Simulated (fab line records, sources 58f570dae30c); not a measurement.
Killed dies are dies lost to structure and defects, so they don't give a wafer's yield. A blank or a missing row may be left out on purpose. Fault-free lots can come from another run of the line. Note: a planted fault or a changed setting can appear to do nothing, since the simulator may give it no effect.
Which of the tools did it? || flow berkeleyCmos170 || 72 wafers from 24 lots sampled at 5 of the route's 331 steps

== WHAT THE GAUGES SHOWED, per wafer ==
UCB170_START_BOW_MEAS_00. Usual: INCOMING_BOW 1 um, standard deviation 6.8.
{"lot": "L074", "measured": "day 1 10:01", "on": "filmMetro-02", "INCOMING_BOW (um)": "9 -5 -3", "flag": ""}
{"lot": "L075", "measured": "day 1 15:00", "on": "filmMetro-03", "INCOMING_BOW (um)": "4 -2 7", "flag": ""}
{"lot": "L076", "measured": "day 1 20:01", "on": "filmMetro-03", "INCOMING_BOW (um)": "-7 4 -6", "flag": ""}
{"lot": "L077", "measured": "day 2 01:04", "on": "filmMetro-01", "INCOMING_BOW (um)": "5 3 5", "flag": ""}
{"lot": "L078", "measured": "day 2 06:00", "on": "filmMetro-02", "INCOMING_BOW (um)": "-3 -9 -4", "flag": ""}
{"lot": "L079", "measured": "day 2 11:01", "on": "filmMetro-01", "INCOMING_BOW (um)": "5 -8 4", "flag": ""}
{"lot": "L080", "measured": "day 2 16:01", "on": "filmMetro-03", "INCOMING_BOW (um)": "12 -6 4", "flag": ""}
{"lot": "L081", "measured": "day 2 21:01", "on": "filmMetro-01", "INCOMING_BOW (um)": "-3 0 15", "flag": ""}
{"lot": "L082", "measured": "day 3 02:00", "on": "filmMetro-02", "INCOMING_BOW (um)": "8 -10 2", "flag": ""}
{"lot": "L083", "measured": "day 3 07:01", "on": "filmMetro-03", "INCOMING_BOW (um)": "-2 1 -3", "flag": ""}
{"lot": "L084", "measured": "day 3 12:00", "on": "filmMetro-01", "INCOMING_BOW (um)": "0 2 -4", "flag": ""}
{"lot": "L085", "measured": "day 3 17:02", "on": "filmMetro-02", "INCOMING_BOW (um)": "1 0 -2", "flag": ""}
{"lot": "L086", "measured": "day 3 22:01", "on": "filmMetro-02", "INCOMING_BOW (um)": "2 0 4", "flag": ""}
{"lot": "L087", "measured": "day 4 03:01", "on": "filmMetro-02", "INCOMING_BOW (um)": "2 -5 -14", "flag": ""}
{"lot": "L088", "measured": "day 4 08:01", "on": "filmMetro-02", "INCOMING_BOW (um)": "11 -2 18", "flag": ""}
{"lot": "L089", "measured": "day 4 13:02", "on": "filmMetro-03", "INCOMING_BOW (um)": "-1 4 8", "flag": ""}
{"lot": "L090", "measured": "day 4 18:00", "on": "filmMetro-03", "INCOMING_BOW (um)": "-1 4 -5", "flag": ""}
{"lot": "L091", "measured": "day 4 23:01", "on": "filmMetro-01", "INCOMING_BOW (um)": "3 3 -2", "flag": ""}
{"lot": "L092", "measured": "day 5 04:02", "on": "filmMetro-01", "INCOMING_BOW (um)": "-4 -3 8", "flag": ""}
{"lot": "L093", "measured": "day 5 09:01", "on": "filmMetro-02", "INCOMING_BOW (um)": "-1 1 -6", "flag": ""}
{"lot": "L094", "measured": "day 5 14:00", "on": "filmMetro-02", "INCOMING_BOW (um)": "7 3 -1", "flag": ""}
{"lot": "L095", "measured": "day 5 19:01", "on": "filmMetro-03", "INCOMING_BOW (um)": "1 2 1", "flag": ""}
{"lot": "L096", "measured": "day 6 00:01", "on": "filmMetro-03", "INCOMING_BOW (um)": "14 -14 9", "flag": ""}
{"lot": "L097", "measured": "day 6 05:00", "on": "filmMetro-03", "INCOMING_BOW (um)": "-2 5 -6", "flag": ""}

UCB170_NWELL_TW_MEAS_16. Usual: NWELL_TW 1249, standard deviation 7.
{"lot": "L074", "measured": "day 2 11:59", "on": "filmMetro-04", "NWELL_TW": "1243 1242 1247", "flag": ""}
{"lot": "L075", "measured": "day 2 20:01", "on": "filmMetro-01", "NWELL_TW": "1248 1246 1245", "flag": ""}
{"lot": "L076", "measured": "day 2 20:11", "on": "filmMetro-04", "NWELL_TW": "1243 1240 1249", "flag": ""}
{"lot": "L077", "measured": "day 3 05:48", "on": "filmMetro-01", "NWELL_TW": "1245 1240 1241", "flag": ""}
{"lot": "L078", "measured": "day 3 09:48", "on": "filmMetro-01", "NWELL_TW": "1247 1249 1249", "flag": ""}
{"lot": "L079", "measured": "day 3 10:05", "on": "filmMetro-03", "NWELL_TW": "1253 1257 1258", "flag": ""}
{"lot": "L080", "measured": "day 3 22:53", "on": "filmMetro-04", "NWELL_TW": "1252 1250 1254", "flag": ""}
{"lot": "L081", "measured": "day 4 04:16", "on": "filmMetro-04", "NWELL_TW": "1256 1258 1258", "flag": ""}
{"lot": "L082", "measured": "day 4 04:25", "on": "filmMetro-01", "NWELL_TW": "1242 1243 1245", "flag": ""}
{"lot": "L083", "measured": "day 4 04:37", "on": "filmMetro-04", "NWELL_TW": "1258 1256 1252", "flag": ""}
{"lot": "L084", "measured": "day 4 12:31", "on": "filmMetro-04", "NWELL_TW": "1262 1254 1260", "flag": ""}
{"lot": "L085", "measured": "day 4 12:40", "on": "filmMetro-03", "NWELL_TW": "1257 1260 1270", "flag": ""}
{"lot": "L086", "measured": "day 4 20:07", "on": "filmMetro-04", "NWELL_TW": "1261 1256 1249", "flag": ""}
{"lot": "L087", "measured": "day 5 09:43", "on": "filmMetro-01", "NWELL_TW": "1237 1249 1238", "flag": ""}
{"lot": "L088", "measured": "day 5 09:59", "on": "filmMetro-04", "NWELL_TW": "1245 1250 1243", "flag": ""}
{"lot": "L089", "measured": "day 5 20:34", "on": "filmMetro-01", "NWELL_TW": "1244 1243 1243", "flag": ""}
{"lot": "L090", "measured": "day 5 20:51", "on": "filmMetro-01", "NWELL_TW": "1249 1236 1241", "flag": ""}
{"lot": "L091", "measured": "day 5 20:37", "on": "filmMetro-01", "NWELL_TW": "1248 1244 1242", "flag": ""}
{"lot": "L092", "measured": "day 6 07:29", "on": "filmMetro-01", "NWELL_TW": "1248 1248 1241", "flag": ""}
{"lot": "L093", "measured": "day 6 08:03", "on": "filmMetro-03", "NWELL_TW": "1252 1253 1257", "flag": ""}
{"lot": "L094", "measured": "day 6 10:29", "on": "filmMetro-03", "NWELL_TW": "1255 1257 1250", "flag": ""}
{"lot": "L095", "measured": "day 6 10:38", "on": "filmMetro-01", "NWELL_TW": "1247 1242 1246", "flag": ""}
{"lot": "L096", "measured": "day 6 19:08", "on": "filmMetro-01", "NWELL_TW": "1241 1245 1237", "flag": ""}
{"lot": "L097", "measured": "day 7 01:47", "on": "filmMetro-01", "NWELL_TW": "1250 1252 1256", "flag": ""}

UCB170_ACTIVE_CD_MEAS_13: target cd 1200 nm. Usual: cdNm at 1200.1 nm, with a standard deviation of 1.5.
{"lot": "L074", "measured": "day 4 14:18", "on": "cdSem-01", "cdNm (nm)": "1202.8 1203.2 1203.7", "flag": ""}
{"lot": "L075", "measured": "day 5 00:55", "on": "cdSem-01", "cdNm (nm)": "1202.3 1202.2 1201.1", "flag": ""}
{"lot": "L076", "measured": "day 5 01:11", "on": "cdSem-02", "cdNm (nm)": "1200.5 1200.4 1200.7", "flag": ""}
{"lot": "L077", "measured": "day 5 11:07", "on": "cdSem-01", "cdNm (nm)": "1201.2 1201.6 1201.2", "flag": ""}
{"lot": "L078", "measured": "day 5 22:42", "on": "cdSem-01", "cdNm (nm)": "1199.5 1201.1 1199.7", "flag": ""}
{"lot": "L079", "measured": "day 5 22:52", "on": "cdSem-01", "cdNm (nm)": "1198.9 1198.7 1198.7", "flag": ""}
{"lot": "L080", "measured": "day 6 04:28", "on": "cdSem-02", "cdNm (nm)": "1202.0 1202.0 1202.1", "flag": ""}
{"lot": "L081", "measured": "day 6 04:53", "on": "cdSem-01", "cdNm (nm)": "1200.5 1201.4 1201.6", "flag": ""}
{"lot": "L082", "measured": "day 6 03:43", "on": "cdSem-01", "cdNm (nm)": "1197.6 1198.8 1200.5", "flag": ""}
{"lot": "L083", "measured": "day 6 04:02", "on": "cdSem-02", "cdNm (nm)": "1198.2 1199.3 1200.1", "flag": ""}
{"lot": "L084", "measured": "day 6 16:59", "on": "cdSem-01", "cdNm (nm)": "1199.3 1200.7 1200.9", "flag": ""}
{"lot": "L085", "measured": "day 6 17:20", "on": "cdSem-01", "cdNm (nm)": "1200.8 1200.8 1201.5", "flag": ""}
{"lot": "L086", "measured": "day 6 17:16", "on": "cdSem-02", "cdNm (nm)": "1200.5 1201.2 1200.1", "flag": ""}
{"lot": "L087", "measured": "day 7 10:54", "on": "cdSem-02", "cdNm (nm)": "1201.4 1201.2 1201.8", "flag": ""}
{"lot": "L088", "measured": "day 7 10:05", "on": "cdSem-02", "cdNm (nm)": "1201.1 1199.5 1199.5", "flag": ""}
{"lot": "L089", "measured": "day 7 11:12", "on": "cdSem-01", "cdNm (nm)": "1197.6 1198.2 1197.0", "flag": ""}
{"lot": "L090", "measured": "day 7 10:20", "on": "cdSem-01", "cdNm (nm)": "1197.6 1197.2 1198.1", "flag": ""}
{"lot": "L091", "measured": "day 7 10:38", "on": "cdSem-02", "cdNm (nm)": "1200.2 1200.9 1201.1", "flag": ""}
{"lot": "L092", "measured": "day 7 23:52", "on": "cdSem-02", "cdNm (nm)": "1198.3 1199.4 1199.7", "flag": ""}
{"lot": "L093", "measured": "day 8 05:17", "on": "cdSem-02", "cdNm (nm)": "1199.8 1200.4 1199.1", "flag": ""}
{"lot": "L094", "measured": "day 8 05:28", "on": "cdSem-02", "cdNm (nm)": "1199.4 1198.5 1198.7", "flag": ""}
{"lot": "L095", "measured": "day 8 05:34", "on": "cdSem-01", "cdNm (nm)": "1199.1 1198.8 1197.9", "flag": ""}
{"lot": "L096", "measured": "day 8 14:49", "on": "cdSem-01", "cdNm (nm)": "1198.6 1199.1 1201.3", "flag": ""}
{"lot": "L097", "measured": "day 8 19:34", "on": "cdSem-01", "cdNm (nm)": "1200.3 1201.4 1199.6", "flag": ""}

UCB170_PVT_TW_MEAS_09. Usual: PVT_TW 506.2, standard deviation 2.9.
{"lot": "L074", "measured": "day 6 13:19", "on": "filmMetro-03", "PVT_TW": "508.0 507.7 508.3", "flag": ""}
{"lot": "L075", "measured": "day 6 13:44", "on": "filmMetro-03", "PVT_TW": "505.5 508.7 506.7", "flag": ""}
{"lot": "L076", "measured": "day 6 18:40", "on": "filmMetro-03", "PVT_TW": "507.1 508.5 507.8", "flag": ""}
{"lot": "L077", "measured": "day 6 18:34", "on": "filmMetro-02", "PVT_TW": "501.5 502.5 503.4", "flag": ""}
{"lot": "L078", "measured": "day 7 03:52", "on": "filmMetro-02", "PVT_TW": "504.6 504.3 503.8", "flag": ""}
{"lot": "L079", "measured": "day 7 03:43", "on": "filmMetro-02", "PVT_TW": "505.2 503.7 501.0", "flag": ""}
{"lot": "L080", "measured": "day 7 09:05", "on": "filmMetro-02", "PVT_TW": "503.9 503.2 501.9", "flag": ""}
{"lot": "L081", "measured": "day 7 10:05", "on": "filmMetro-02", "PVT_TW": "506.8 504.3 505.9", "flag": ""}
{"lot": "L082", "measured": "day 7 09:20", "on": "filmMetro-02", "PVT_TW": "504.4 501.9 505.1", "flag": ""}
{"lot": "L083", "measured": "day 7 09:37", "on": "filmMetro-03", "PVT_TW": "506.4 505.8 507.8", "flag": ""}
{"lot": "L084", "measured": "day 7 22:03", "on": "filmMetro-03", "PVT_TW": "506.1 506.1 506.8", "flag": ""}
{"lot": "L085", "measured": "day 7 21:47", "on": "filmMetro-02", "PVT_TW": "504.0 505.2 503.3", "flag": ""}
{"lot": "L086", "measured": "day 7 21:52", "on": "filmMetro-04", "PVT_TW": "506.7 510.0 510.8", "flag": ""}
{"lot": "L087", "measured": "day 8 21:34", "on": "filmMetro-02", "PVT_TW": "504.8 508.1 505.1", "flag": ""}
{"lot": "L088", "measured": "day 8 19:23", "on": "filmMetro-02", "PVT_TW": "507.9 505.4 504.1", "flag": ""}
{"lot": "L089", "measured": "day 8 21:29", "on": "filmMetro-03", "PVT_TW": "507.4 507.3 510.1", "flag": ""}
{"lot": "L090", "measured": "day 8 21:50", "on": "filmMetro-04", "PVT_TW": "507.1 506.9 507.0", "flag": ""}
{"lot": "L091", "measured": "day 8 19:40", "on": "filmMetro-04", "PVT_TW": "509.1 507.6 506.9", "flag": ""}
{"lot": "L092", "measured": "day 9 13:22", "on": "filmMetro-04", "PVT_TW": "508.3 509.4 504.4", "flag": ""}
{"lot": "L093", "measured": "day 9 18:17", "on": "filmMetro-04", "PVT_TW": "507.4 509.8 507.7", "flag": ""}
{"lot": "L094", "measured": "day 9 17:55", "on": "filmMetro-03", "PVT_TW": "506.7 506.9 509.8", "flag": ""}
{"lot": "L095", "measured": "day 9 18:03", "on": "filmMetro-04", "PVT_TW": "506.3 508.8 507.6", "flag": ""}
{"lot": "L096", "measured": "day 10 02:42", "on": "filmMetro-04", "PVT_TW": "510.2 509.1 508.5", "flag": ""}
{"lot": "L097", "measured": "day 10 10:41", "on": "filmMetro-02", "PVT_TW": "497.7 497.4 498.5", "flag": ""}

== EACH LOT AND THE TOOL THAT RAN IT (in order: tool; ch and the chambers of the sampled wafers; start) ==
{"lot": "L074", "UCB170_NWELL_ETCH_13": "rieDiel-03 ch 1,2,3, day 2 11:38"}
{"lot": "L075", "UCB170_NWELL_ETCH_13": "rieDiel-02 ch 1,2, day 2 19:40"}
{"lot": "L076", "UCB170_NWELL_ETCH_13": "rieDiel-03 ch 1,2,3, day 2 19:49"}
{"lot": "L077", "UCB170_NWELL_ETCH_13": "rieDiel-02 ch 1,2, day 3 05:25"}
{"lot": "L078", "UCB170_NWELL_ETCH_13": "rieDiel-02 ch 0,3, day 3 09:26"}
{"lot": "L079", "UCB170_NWELL_ETCH_13": "rieDiel-03 ch 0,2,3, day 3 09:43"}
{"lot": "L080", "UCB170_NWELL_ETCH_13": "rieDiel-02 ch 1,2, day 3 22:31"}
{"lot": "L081", "UCB170_NWELL_ETCH_13": "rieDiel-02 ch 0,1, day 4 03:54"}
{"lot": "L082", "UCB170_NWELL_ETCH_13": "rieDiel-03 ch 0,2,3, day 4 04:04"}
{"lot": "L083", "UCB170_NWELL_ETCH_13": "rieDiel-04 ch 1,2,3, day 4 04:16"}
{"lot": "L084", "UCB170_NWELL_ETCH_13": "rieDiel-04 ch 0,1,3, day 4 12:10"}
{"lot": "L085", "UCB170_NWELL_ETCH_13": "rieDiel-02 ch 0,1, day 4 12:17"}
{"lot": "L086", "UCB170_NWELL_ETCH_13": "rieDiel-04 ch 0,1,3, day 4 19:46"}
{"lot": "L087", "UCB170_NWELL_ETCH_13": "rieDiel-02 ch 0,1,3, day 5 09:21"}
{"lot": "L088", "UCB170_NWELL_ETCH_13": "rieDiel-03 ch 0,2,3, day 5 09:37"}
{"lot": "L089", "UCB170_NWELL_ETCH_13": "rieDiel-02 ch 0,1,3, day 5 20:08"}
{"lot": "L090", "UCB170_NWELL_ETCH_13": "rieDiel-04 ch 1,2, day 5 20:24"}
{"lot": "L091", "UCB170_NWELL_ETCH_13": "rieDiel-03 ch 0,2,3, day 5 20:15"}
{"lot": "L092", "UCB170_NWELL_ETCH_13": "rieDiel-04 ch 0,1, day 6 07:06"}
{"lot": "L093", "UCB170_NWELL_ETCH_13": "rieDiel-02 ch 0,3, day 6 07:37"}
{"lot": "L094", "UCB170_NWELL_ETCH_13": "rieDiel-04 ch 0,2, day 6 10:07"}
{"lot": "L095", "UCB170_NWELL_ETCH_13": "rieDiel-02 ch 0,3, day 6 10:13"}
{"lot": "L096", "UCB170_NWELL_ETCH_13": "rieDiel-03 ch 2,3, day 6 18:47"}
{"lot": "L097", "UCB170_NWELL_ETCH_13": "rieDiel-03 ch 0,2,3, day 7 01:26"}
- UCB170_NWELL_ETCH_13: etches Si3N4 in CH3F/Ar/O2, stops on SiO2, target depth 246.4 nm, time 154 s.

== WHAT THE TOOLS THEMSELVES READ (means of the sampled wafers that have a number; where no wafer has one, the mark that the record gives instead) ==
UCB170_NWELL_ETCH_13. Usual: chamberPressureMTorr 50.00 mTorr, standard deviation 0.05; drypumpMotorCurrentA 5.72 A, standard deviation 0.27; oesProductAu 0.932 a.u., standard deviation 0.015; rfFwdPowerW 447.7 W, standard deviation 1.5; throttleValvePct 8.11 %, standard deviation 0.15.
{"lot": "L074", "tool": "rieDiel-03", "chamberPressureMTorr (mTorr)": 50.00, "drypumpMotorCurrentA (A)": 5.51, "oesProductAu (a.u.)": 0.944, "rfFwdPowerW (W)": 445.8, "throttleValvePct (%)": 8.11, "flag": ""}
{"lot": "L075", "tool": "rieDiel-02", "chamberPressureMTorr (mTorr)": 49.99, "drypumpMotorCurrentA (A)": 5.67, "oesProductAu (a.u.)": 0.949, "rfFwdPowerW (W)": 448.0, "throttleValvePct (%)": 8.24, "flag": ""}
{"lot": "L076", "tool": "rieDiel-03", "chamberPressureMTorr (mTorr)": 50.00, "drypumpMotorCurrentA (A)": 5.52, "oesProductAu (a.u.)": 0.941, "rfFwdPowerW (W)": 447.1, "throttleValvePct (%)": 8.10, "flag": ""}
{"lot": "L077", "tool": "rieDiel-02", "chamberPressureMTorr (mTorr)": 49.97, "drypumpMotorCurrentA (A)": 5.67, "oesProductAu (a.u.)": 0.956, "rfFwdPowerW (W)": 447.2, "throttleValvePct (%)": 8.24, "flag": ""}
{"lot": "L078", "tool": "rieDiel-02", "chamberPressureMTorr (mTorr)": 50.00, "drypumpMotorCurrentA (A)": 5.91, "oesProductAu (a.u.)": 0.918, "rfFwdPowerW (W)": 447.8, "throttleValvePct (%)": 8.05, "flag": ""}
{"lot": "L079", "tool": "rieDiel-03", "chamberPressureMTorr (mTorr)": 50.02, "drypumpMotorCurrentA (A)": 5.71, "oesProductAu (a.u.)": 0.931, "rfFwdPowerW (W)": 449.5, "throttleValvePct (%)": 8.15, "flag": ""}
{"lot": "L080", "tool": "rieDiel-02", "chamberPressureMTorr (mTorr)": 49.98, "drypumpMotorCurrentA (A)": 5.69, "oesProductAu (a.u.)": 0.946, "rfFwdPowerW (W)": 447.7, "throttleValvePct (%)": 8.24, "flag": ""}
{"lot": "L081", "tool": "rieDiel-02", "chamberPressureMTorr (mTorr)": 49.98, "drypumpMotorCurrentA (A)": 5.54, "oesProductAu (a.u.)": 0.915, "rfFwdPowerW (W)": 446.4, "throttleValvePct (%)": 8.22, "flag": ""}
{"lot": "L082", "tool": "rieDiel-03", "chamberPressureMTorr (mTorr)": 50.07, "drypumpMotorCurrentA (A)": 5.71, "oesProductAu (a.u.)": 0.918, "rfFwdPowerW (W)": 446.1, "throttleValvePct (%)": 8.17, "flag": ""}
{"lot": "L083", "tool": "rieDiel-04", "chamberPressureMTorr (mTorr)": 49.99, "drypumpMotorCurrentA (A)": 5.94, "oesProductAu (a.u.)": 0.929, "rfFwdPowerW (W)": 447.9, "throttleValvePct (%)": 7.95, "flag": ""}
{"lot": "L084", "tool": "rieDiel-04", "chamberPressureMTorr (mTorr)": 50.02, "drypumpMotorCurrentA (A)": 5.87, "oesProductAu (a.u.)": 0.928, "rfFwdPowerW (W)": 448.2, "throttleValvePct (%)": 7.94, "flag": ""}
{"lot": "L085", "tool": "rieDiel-02", "chamberPressureMTorr (mTorr)": 50.01, "drypumpMotorCurrentA (A)": 5.58, "oesProductAu (a.u.)": 0.931, "rfFwdPowerW (W)": 447.8, "throttleValvePct (%)": 8.21, "flag": ""}
{"lot": "L086", "tool": "rieDiel-04", "chamberPressureMTorr (mTorr)": 50.04, "drypumpMotorCurrentA (A)": 5.88, "oesProductAu (a.u.)": 0.923, "rfFwdPowerW (W)": 448.9, "throttleValvePct (%)": 7.94, "flag": ""}
{"lot": "L087", "tool": "rieDiel-02", "chamberPressureMTorr (mTorr)": 50.01, "drypumpMotorCurrentA (A)": 5.74, "oesProductAu (a.u.)": 0.936, "rfFwdPowerW (W)": 448.1, "throttleValvePct (%)": 8.13, "flag": ""}
{"lot": "L088", "tool": "rieDiel-03", "chamberPressureMTorr (mTorr)": 50.06, "drypumpMotorCurrentA (A)": 5.72, "oesProductAu (a.u.)": 0.923, "rfFwdPowerW (W)": 447.6, "throttleValvePct (%)": 8.16, "flag": ""}
{"lot": "L089", "tool": "rieDiel-02", "chamberPressureMTorr (mTorr)": 49.95, "drypumpMotorCurrentA (A)": 5.72, "oesProductAu (a.u.)": 0.936, "rfFwdPowerW (W)": 448.4, "throttleValvePct (%)": 8.13, "flag": ""}
{"lot": "L090", "tool": "rieDiel-04", "chamberPressureMTorr (mTorr)": 50.03, "drypumpMotorCurrentA (A)": 5.77, "oesProductAu (a.u.)": 0.943, "rfFwdPowerW (W)": 448.6, "throttleValvePct (%)": 8.06, "flag": ""}
{"lot": "L091", "tool": "rieDiel-03", "chamberPressureMTorr (mTorr)": 50.04, "drypumpMotorCurrentA (A)": 5.72, "oesProductAu (a.u.)": 0.923, "rfFwdPowerW (W)": 448.0, "throttleValvePct (%)": 8.16, "flag": ""}
{"lot": "L092", "tool": "rieDiel-04", "chamberPressureMTorr (mTorr)": 49.99, "drypumpMotorCurrentA (A)": 5.63, "oesProductAu (a.u.)": 0.947, "rfFwdPowerW (W)": 448.8, "throttleValvePct (%)": 7.98, "flag": ""}
{"lot": "L093", "tool": "rieDiel-02", "chamberPressureMTorr (mTorr)": 50.00, "drypumpMotorCurrentA (A)": 5.72, "oesProductAu (a.u.)": 0.926, "rfFwdPowerW (W)": 446.5, "throttleValvePct (%)": 8.15, "flag": ""}
{"lot": "L094", "tool": "rieDiel-04", "chamberPressureMTorr (mTorr)": 49.96, "drypumpMotorCurrentA (A)": 5.75, "oesProductAu (a.u.)": 0.940, "rfFwdPowerW (W)": 447.6, "throttleValvePct (%)": 8.11, "flag": ""}
{"lot": "L095", "tool": "rieDiel-02", "chamberPressureMTorr (mTorr)": 49.93, "drypumpMotorCurrentA (A)": 5.73, "oesProductAu (a.u.)": 0.933, "rfFwdPowerW (W)": 447.2, "throttleValvePct (%)": 8.15, "flag": ""}
{"lot": "L096", "tool": "rieDiel-03", "chamberPressureMTorr (mTorr)": 50.01, "drypumpMotorCurrentA (A)": 5.47, "oesProductAu (a.u.)": 0.923, "rfFwdPowerW (W)": 449.5, "throttleValvePct (%)": 8.21, "flag": ""}
{"lot": "L097", "tool": "rieDiel-03", "chamberPressureMTorr (mTorr)": 50.01, "drypumpMotorCurrentA (A)": 5.72, "oesProductAu (a.u.)": 0.940, "rfFwdPowerW (W)": 446.9, "throttleValvePct (%)": 8.17, "flag": ""}

== THE ANSWER, worked out from the rows above alone ==
Rule: lot off if the mean of its wafers having a number is beyond 3 standard deviations from the usual mean. A lot without any number at a reading at which 4 lots or more have one is off too. All remaining lots with rows at the step are treated as sound. Order of review: gauges by route order, followed by the tools' own readings, for which a lot's mean as printed above is used. The first step at which some lot is off is used, and at that step the reading that is off furthest; a lot without a number counts as furthest.
Across all readings shown, no lot is off: no conclusion can be drawn from this.

== WHAT THE SIMULATOR PUT IN ==
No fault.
